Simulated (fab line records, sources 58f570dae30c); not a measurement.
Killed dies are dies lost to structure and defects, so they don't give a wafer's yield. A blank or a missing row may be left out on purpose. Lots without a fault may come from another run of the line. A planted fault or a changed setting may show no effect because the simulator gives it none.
Split-lot experiment | flow berkeley_cmos170 | 5 lots, 27 wafers read, on a route of 331 steps

THE SPLIT
At UCB170_PWELL_ETCH_14 (etches Si3N4 in CH3F/Ar/O2, stops on SiO2, target depth 242 nm, time 151 s), the setting target_depth_a was moved away from the recipe's 2420 angstrom on 6 of the 27 wafers read, by -19.3% to +57.6%. The other wafers ran this setting at the recipe's value.

The reading is taken at the split's own step.

THE READING
oes_product_au, in a.u., at UCB170_PWELL_ETCH_14 (etches Si3N4 in CH3F/Ar/O2, stops on SiO2, target depth 242 nm, time 151 s). Fault-free wafers of this fab line usually give 0.936 a.u., standard deviation 0.012 a.u..

wafer  | tool, chamber at the split | target_depth_a as run, angstrom | against the recipe | oes_product_au, a.u. | against lot-mates on the recipe
L074.1 | rie_diel-01, 2             | 2420                            | recipe             | 0.932                | -
L074.2 | rie_diel-01, 1             | 3813                            | +57.6%             | 0.718                | -0.210
L074.3 | rie_diel-01, 0             | 3813                            | +57.6%             | 0.731                | -0.197
L074.4 | rie_diel-01, 3             | 3813                            | +57.6%             | 0.712                | -0.216
L074.5 | rie_diel-01, 3             | 2420                            | recipe             | 0.923                | -
L074.6 | rie_diel-01, 2             | 2420                            | recipe             | 0.930                | -
L076.1 | rie_diel-03, 1             | 2420                            | recipe             | 0.931                | -
L076.2 | rie_diel-03, 0             | 1953                            | -19.3%             | 0.989                | +0.044
L076.3 | rie_diel-03, 2             | 2420                            | recipe             | 0.947                | -
L076.4 | rie_diel-03, 3             | 1953                            | -19.3%             | 1.000                | +0.055
L076.5 | rie_diel-03, 1             | 1953                            | -19.3%             | 0.991                | +0.046
L076.6 | rie_diel-03, 0             | 2420                            | recipe             | 0.957                | -
L075.2 | rie_diel-01, 2             | 2420                            | recipe             | 0.932                | -
L075.3 | rie_diel-01, 3             | 2420                            | recipe             | 0.922                | -
L075.4 | rie_diel-01, 0             | 2420                            | recipe             | 0.948                | -
L079.1 | rie_diel-03, 1             | 2420                            | recipe             | 0.921                | -
L079.2 | rie_diel-03, 3             | 2420                            | recipe             | 0.934                | -
L079.3 | rie_diel-03, 2             | 2420                            | recipe             | 0.942                | -
L079.4 | rie_diel-03, 0             | 2420                            | recipe             | 0.938                | -
L079.5 | rie_diel-03, 0             | 2420                            | recipe             | 0.932                | -
L079.6 | rie_diel-03, 1             | 2420                            | recipe             | 0.923                | -
L085.1 | rie_diel-01, 3             | 2420                            | recipe             | 0.938                | -
L085.2 | rie_diel-01, 0             | 2420                            | recipe             | 0.947                | -
L085.3 | rie_diel-01, 2             | 2420                            | recipe             | 0.934                | -
L085.4 | rie_diel-01, 1             | 2420                            | recipe             | 0.934                | -
L085.5 | rie_diel-01, 0             | 2420                            | recipe             | 0.947                | -
L085.6 | rie_diel-01, 1             | 2420                            | recipe             | 0.933                | -

THE FIT
A straight line over all 27 wafers: oes_product_au changes by -0.00364 a.u. for each +1% of target_depth_a; r = -0.99; the points scatter about the line by 0.01 a.u..
The same after taking each lot's own level away (the mean of its wafers on the recipe; 27 wafers): -0.00347 a.u. for each +1%; r = -0.99; scatter 0.01 a.u..
On that fit, the largest move of target_depth_a shifts the reading by 0.2 a.u..
The lots' own levels span 0.9283 to 0.9450 a.u., that is 1.4 times the standard deviation above.
So the lot-to-lot level changes the slope little: the two slopes agree.
Check: with one of the wafers moved furthest among these (+57.6%) left out of the fit, the line predicts -0.199 a.u. for it against its lot-mates. It came out at -0.21 a.u. against them.
Tool readings at the split's step, against how far the setting was moved: oes_product_au r = -0.99.

OTHER SPLITS ON THESE WAFERS
These wafers also went through other splits before the reading. Each is held against what the fit with the lots' levels taken away leaves over:
other split on the same wafers      | wafers away from the commonest value | r with oes_product_au (lot level and that fit taken away)
UCB170_NWELL_OXIDATION_01 ox_time_s | 21                                   | -0.03

THE WHOLE CHAIN: every reading that the file lists as answering this split, in the file's order
step                  | what it does                                                               | reading                                                                            | change (the file's fit)                  | r (the file's)
UCB170_PWELL_ETCH_14  | etches Si3N4 in CH3F/Ar/O2, stops on SiO2, target depth 242 nm, time 151 s | oes_product_au                                                                     | -0.0035 a.u. for each +1% of the setting | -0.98
UCB170_PWELL_ETCH_14  | etches Si3N4 in CH3F/Ar/O2, stops on SiO2, target depth 242 nm, time 151 s | KrF_of_PWELL_COAT_08.thk_nm (the simulator's own value, which no gauge read)       | -1.73 nm for each +1% of the setting     | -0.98
UCB170_PWELL_ETCH_14  | etches Si3N4 in CH3F/Ar/O2, stops on SiO2, target depth 242 nm, time 151 s | SiO2_of_PWELL_OXIDATION_02.thk_nm (the simulator's own value, which no gauge read) | -0.35 nm for each +1% of the setting     | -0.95
UCB170_PWELL_STRIP_16 | strips in O2                                                               | strip_time_to_endpoint_s                                                           | withheld for each +1% of the setting     | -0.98

THE FILE'S OWN FIT
oes_product_au changes by -0.0035 a.u. for each +1% of target_depth_a, r = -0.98.
